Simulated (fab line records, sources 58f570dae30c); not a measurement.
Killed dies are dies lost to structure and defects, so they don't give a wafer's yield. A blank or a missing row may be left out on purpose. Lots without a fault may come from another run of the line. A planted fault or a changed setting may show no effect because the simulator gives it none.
Which tool did it? | flow berkeley_cmos170 | 14 lots, 42 wafers sampled, at 2 steps of a route of 331

WHAT THE GAUGES READ, wafer by wafer
UCB170_M3_RS_MEAS_02: measures by four-point-probe.
lot  | measured     | on            | M3_AL_RS (ohm/sq)
L577 | day 7 09:53  | film_metro-01 | 0.0325 0.0323 0.0323
L578 | day 7 09:56  | film_metro-03 | 0.0320 0.0318 0.0321
L576 | day 7 10:26  | film_metro-01 | 0.0326 0.0329 0.0329
L579 | day 8 06:21  | film_metro-02 | 0.0330 0.0328 0.0333
L580 | day 8 06:37  | film_metro-01 | 0.0322 0.0325 0.0325
L582 | day 8 10:32  | film_metro-02 | 0.0321 0.0322 0.0322
L581 | day 8 10:45  | film_metro-01 | 0.0324 0.0325 0.0328
L584 | day 9 14:13  | film_metro-03 | 0.0323 0.0321 0.0320
L593 | day 10 14:37 | film_metro-01 | 0.0324 0.0324 0.0321
L589 | day 10 14:20 | film_metro-01 | 0.0318 0.0317 0.0318
L590 | day 10 14:55 | film_metro-03 | 0.0316 0.0319 0.0318
L594 | day 11 12:57 | film_metro-01 | 0.0321 0.0322 0.0320
L596 | day 11 13:01 | film_metro-03 | 0.0313 0.0319 0.0316
L597 | day 12 09:37 | film_metro-02 | 0.0325 0.0321 0.0324

WHICH TOOL RAN EACH LOT (tool, then ch and the chambers of the sampled wafers, then the start)
lot  | UCB170_M2_STRIP_07
L577 | plasma_asher-02 ch 0,1, day 7 03:52
L578 | plasma_asher-04 ch 0,1, day 7 03:53
L576 | plasma_asher-04 ch 0,1, day 7 04:15
L579 | plasma_asher-02 ch 0, day 8 01:02
L580 | plasma_asher-01 ch 0,1, day 8 01:13
L582 | plasma_asher-02 ch 0,1, day 8 05:55
L581 | plasma_asher-01 ch 0,1, day 8 06:05
L584 | plasma_asher-04 ch 0,1, day 9 08:59
L593 | plasma_asher-02 ch 1, day 10 08:48
L589 | plasma_asher-04 ch 0,1, day 10 09:15
L590 | plasma_asher-02 ch 0,1, day 10 09:29
L594 | plasma_asher-02 ch 0,1, day 11 08:10
L596 | plasma_asher-01 ch 0,1, day 11 08:26
L597 | plasma_asher-02 ch 0,1, day 12 04:07
- UCB170_M2_STRIP_07: strips in O2.

WHAT THE TOOLS THEMSELVES READ (means of the sampled wafers that have a number; where no wafer has one, the mark that the record gives instead)
UCB170_M2_STRIP_07.
lot  | tool            | chamber_pressure_mTorr (mTorr) | drypump_motor_current_A (A) | oes_product_au (a.u.) | strip_time_to_endpoint_s (s)
L577 | plasma_asher-02 | 3498                           | 6.5                         | 0.740                 | 21.98
L578 | plasma_asher-04 | 3500                           | 5.2                         | 0.736                 | 21.99
L576 | plasma_asher-04 | 3501                           | 5.4                         | 0.728                 | 21.98
L579 | plasma_asher-02 | 3497                           | 6.5                         | 0.734                 | 22.00
L580 | plasma_asher-01 | 3499                           | 5.3                         | 0.734                 | 21.92
L582 | plasma_asher-02 | 3502                           | 6.6                         | 0.734                 | 21.99
L581 | plasma_asher-01 | 3498                           | 5.3                         | 0.739                 | 21.89
L584 | plasma_asher-04 | 3497                           | 5.2                         | 0.735                 | 22.02
L593 | plasma_asher-02 | 3504                           | 6.6                         | 0.737                 | 21.98
L589 | plasma_asher-04 | 3499                           | 5.4                         | 0.730                 | 22.00
L590 | plasma_asher-02 | 3501                           | 6.5                         | 0.730                 | 22.07
L594 | plasma_asher-02 | 3500                           | 6.6                         | 0.733                 | 22.07
L596 | plasma_asher-01 | 3502                           | 5.5                         | 0.738                 | 22.01
L597 | plasma_asher-02 | 3496                           | 6.5                         | 0.735                 | 22.01

THE ANSWER, worked out from the rows above alone
Rule: what is usual is taken from the lots themselves. Put in order of their means at a reading, lots are off if they are a third of the lots or fewer, leave a main group of 4 or more, and stand apart from it by a gap of 3 or more times the standard deviation of the main group's means; of several such gaps the widest counts. A main group whose means are all the same, to the digits that the tables above print for the reading, isn't used. A lot without any number at a reading at which 4 lots or more have one is off too. The other lots that the step has rows for count as sound. The gauges are gone through in route order, then the tools' own readings, and for those a lot's mean is taken as printed above. The first step at which some lot is off is used, and at that step the reading that is off furthest; a lot without a number counts as furthest.
No lot is off at any reading shown: from this, nothing can be told.

WHAT THE SIMULATOR HAD PUT IN
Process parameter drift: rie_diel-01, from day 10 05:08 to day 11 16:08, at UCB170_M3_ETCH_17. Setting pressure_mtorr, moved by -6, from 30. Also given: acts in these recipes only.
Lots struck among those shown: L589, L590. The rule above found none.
